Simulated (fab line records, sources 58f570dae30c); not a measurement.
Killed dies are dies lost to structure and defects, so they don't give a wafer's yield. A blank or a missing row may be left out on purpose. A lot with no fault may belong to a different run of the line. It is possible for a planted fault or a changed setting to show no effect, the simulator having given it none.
Split-lot trial || flow berkeley cmos170 || 27 wafers read across 5 lots, on a route 331 steps long

## THE SPLIT ITSELF
At UCB170_SILICIDE_SPUTTER_01 (material Ti, target thk 30 nm, time 25 s), the setting time s was moved away from the recipe's 25 s on 9 of the 27 wafers read, by +22.0% to +34.0%. The other wafers ran this setting at the recipe's value.

## THE PATH FROM SPLIT TO READING: the file shows 1 step between them
- UCB170_SILICIDE_RS_MEAS_02: measures by four-point-probe

## THE READING
SILICIDE_TI_THK, in nm, at UCB170_SILICIDE_THK_MEAS_03 (measures by xrf). Typical for fault-free wafers on this fab line: 30.29 nm, with standard deviation 0.3 nm.

{"wafer": "L076.1", "tool, chamber at the split": "pvd sputter-01, -", "time s as run, s": 25, "against the recipe": "recipe", "SILICIDE_TI_THK, nm": 29.77, "against lot-mates on the recipe": "-"}
{"wafer": "L076.2", "tool, chamber at the split": "pvd sputter-01, -", "time s as run, s": 33.49, "against the recipe": "+34.0%", "SILICIDE_TI_THK, nm": 40.58, "against lot-mates on the recipe": "+10.61"}
{"wafer": "L076.3", "tool, chamber at the split": "pvd sputter-01, -", "time s as run, s": 25, "against the recipe": "recipe", "SILICIDE_TI_THK, nm": 30.25, "against lot-mates on the recipe": "-"}
{"wafer": "L076.4", "tool, chamber at the split": "pvd sputter-01, -", "time s as run, s": 25, "against the recipe": "recipe", "SILICIDE_TI_THK, nm": 29.90, "against lot-mates on the recipe": "-"}
{"wafer": "L076.5", "tool, chamber at the split": "pvd sputter-01, -", "time s as run, s": 33.49, "against the recipe": "+34.0%", "SILICIDE_TI_THK, nm": 39.95, "against lot-mates on the recipe": "+9.98"}
{"wafer": "L076.6", "tool, chamber at the split": "pvd sputter-01, -", "time s as run, s": 33.49, "against the recipe": "+34.0%", "SILICIDE_TI_THK, nm": 40.23, "against lot-mates on the recipe": "+10.26"}
{"wafer": "L074.1", "tool, chamber at the split": "pvd sputter-02, -", "time s as run, s": 25, "against the recipe": "recipe", "SILICIDE_TI_THK, nm": 30.15, "against lot-mates on the recipe": "-"}
{"wafer": "L074.2", "tool, chamber at the split": "pvd sputter-02, -", "time s as run, s": 25, "against the recipe": "recipe", "SILICIDE_TI_THK, nm": 30.22, "against lot-mates on the recipe": "-"}
{"wafer": "L074.3", "tool, chamber at the split": "pvd sputter-02, -", "time s as run, s": 25, "against the recipe": "recipe", "SILICIDE_TI_THK, nm": 30.48, "against lot-mates on the recipe": "-"}
{"wafer": "L074.4", "tool, chamber at the split": "pvd sputter-02, -", "time s as run, s": 25, "against the recipe": "recipe", "SILICIDE_TI_THK, nm": 30.00, "against lot-mates on the recipe": "-"}
{"wafer": "L074.5", "tool, chamber at the split": "pvd sputter-02, -", "time s as run, s": 25, "against the recipe": "recipe", "SILICIDE_TI_THK, nm": 30.13, "against lot-mates on the recipe": "-"}
{"wafer": "L074.6", "tool, chamber at the split": "pvd sputter-02, -", "time s as run, s": 25, "against the recipe": "recipe", "SILICIDE_TI_THK, nm": 30.15, "against lot-mates on the recipe": "-"}
{"wafer": "L075.1", "tool, chamber at the split": "pvd sputter-04, -", "time s as run, s": 25, "against the recipe": "recipe", "SILICIDE_TI_THK, nm": 30.35, "against lot-mates on the recipe": "-"}
{"wafer": "L075.2", "tool, chamber at the split": "pvd sputter-04, -", "time s as run, s": 30.5, "against the recipe": "+22.0%", "SILICIDE_TI_THK, nm": 37.26, "against lot-mates on the recipe": "+6.95"}
{"wafer": "L075.3", "tool, chamber at the split": "pvd sputter-04, -", "time s as run, s": 25, "against the recipe": "recipe", "SILICIDE_TI_THK, nm": 30.12, "against lot-mates on the recipe": "-"}
{"wafer": "L075.4", "tool, chamber at the split": "pvd sputter-04, -", "time s as run, s": 30.5, "against the recipe": "+22.0%", "SILICIDE_TI_THK, nm": 37.26, "against lot-mates on the recipe": "+6.95"}
{"wafer": "L075.5", "tool, chamber at the split": "pvd sputter-04, -", "time s as run, s": 30.5, "against the recipe": "+22.0%", "SILICIDE_TI_THK, nm": 36.94, "against lot-mates on the recipe": "+6.63"}
{"wafer": "L075.6", "tool, chamber at the split": "pvd sputter-04, -", "time s as run, s": 25, "against the recipe": "recipe", "SILICIDE_TI_THK, nm": 30.47, "against lot-mates on the recipe": "-"}
{"wafer": "L078.1", "tool, chamber at the split": "pvd sputter-01, -", "time s as run, s": 31.69, "against the recipe": "+26.8%", "SILICIDE_TI_THK, nm": 38.70, "against lot-mates on the recipe": "+8.04"}
{"wafer": "L078.2", "tool, chamber at the split": "pvd sputter-01, -", "time s as run, s": 25, "against the recipe": "recipe", "SILICIDE_TI_THK, nm": 30.54, "against lot-mates on the recipe": "-"}
{"wafer": "L078.3", "tool, chamber at the split": "pvd sputter-01, -", "time s as run, s": 31.69, "against the recipe": "+26.8%", "SILICIDE_TI_THK, nm": 39.16, "against lot-mates on the recipe": "+8.50"}
{"wafer": "L078.4", "tool, chamber at the split": "pvd sputter-01, -", "time s as run, s": 31.69, "against the recipe": "+26.8%", "SILICIDE_TI_THK, nm": 38.98, "against lot-mates on the recipe": "+8.32"}
{"wafer": "L078.5", "tool, chamber at the split": "pvd sputter-01, -", "time s as run, s": 25, "against the recipe": "recipe", "SILICIDE_TI_THK, nm": 30.54, "against lot-mates on the recipe": "-"}
{"wafer": "L078.6", "tool, chamber at the split": "pvd sputter-01, -", "time s as run, s": 25, "against the recipe": "recipe", "SILICIDE_TI_THK, nm": 30.90, "against lot-mates on the recipe": "-"}
{"wafer": "L085.1", "tool, chamber at the split": "pvd sputter-04, -", "time s as run, s": 25, "against the recipe": "recipe", "SILICIDE_TI_THK, nm": 29.94, "against lot-mates on the recipe": "-"}
{"wafer": "L085.3", "tool, chamber at the split": "pvd sputter-04, -", "time s as run, s": 25, "against the recipe": "recipe", "SILICIDE_TI_THK, nm": 29.81, "against lot-mates on the recipe": "-"}
{"wafer": "L085.4", "tool, chamber at the split": "pvd sputter-04, -", "time s as run, s": 25, "against the recipe": "recipe", "SILICIDE_TI_THK, nm": 30.25, "against lot-mates on the recipe": "-"}

FIT RESULTS
A straight line over all 27 wafers: SILICIDE_TI_THK changes by +0.308 nm for each +1% of time s; r = +1.00; the points scatter about the line by 0.35 nm.
The same after taking each lot's own level away (the mean of its wafers on the recipe; 27 wafers): +0.306 nm for each +1%; r = +1.00; scatter 0.2 nm.
That fit puts the effect of the largest move of time s on the reading at 10 nm.
Across the lots, their own levels run from 29.973 to 30.660 nm, a range of 2.3 times the standard deviation given above.
Hence the lot-to-lot level has little effect on the slope; both slopes agree.
Check: +10.4 nm against its lot-mates is what the line predicts for one of the wafers moved furthest among these (+34.0%) when that wafer is left out of the fit. Against them it came out at +10.6 nm.

## THESE WAFERS: OTHER SPLITS
Other splits were also applied to these wafers ahead of the reading. Each is held against what the fit with the lots' levels taken away leaves over:
{"other split on the same wafers": "UCB170_NWELL_OXIDATION_01 ox time s", "wafers away from the commonest value": 21, "r with SILICIDE_TI_THK (lot level and that fit taken away)": -0.04}
{"other split on the same wafers": "UCB170_ACTIVE_DEVELOP_12 develop time s", "wafers away from the commonest value": 9, "r with SILICIDE_TI_THK (lot level and that fit taken away)": "+0.09"}
{"other split on the same wafers": "UCB170_GATE_ETCH_15 target depth a", "wafers away from the commonest value": 9, "r with SILICIDE_TI_THK (lot level and that fit taken away)": -0.05}

## THE WHOLE CHAIN: every reading that the file lists as answering this split, in the file's order
{"step": "UCB170_SILICIDE_SPUTTER_01", "what it does": "material Ti, target thk 30 nm, time 25 s", "reading": "Ti_of_SILICIDE_SPUTTER_01.thk nm (the simulator's own value, which no gauge read)", "change (the file's fit)": "+0.306 nm for each +1% of the setting", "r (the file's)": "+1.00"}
{"step": "UCB170_SILICIDE_RS_MEAS_02", "what it does": "measures by four-point-probe", "reading": "SILICIDE_TI_RS", "change (the file's fit)": "-0.235 for each +1% of the setting", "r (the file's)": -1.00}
{"step": "UCB170_SILICIDE_THK_MEAS_03", "what it does": "measures by xrf", "reading": "SILICIDE_TI_THK", "change (the file's fit)": "+0.307 for each +1% of the setting", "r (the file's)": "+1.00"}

## FILE'S OWN FIT
SILICIDE_TI_THK changes by +0.307 nm for each +1% of time s, r = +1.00.
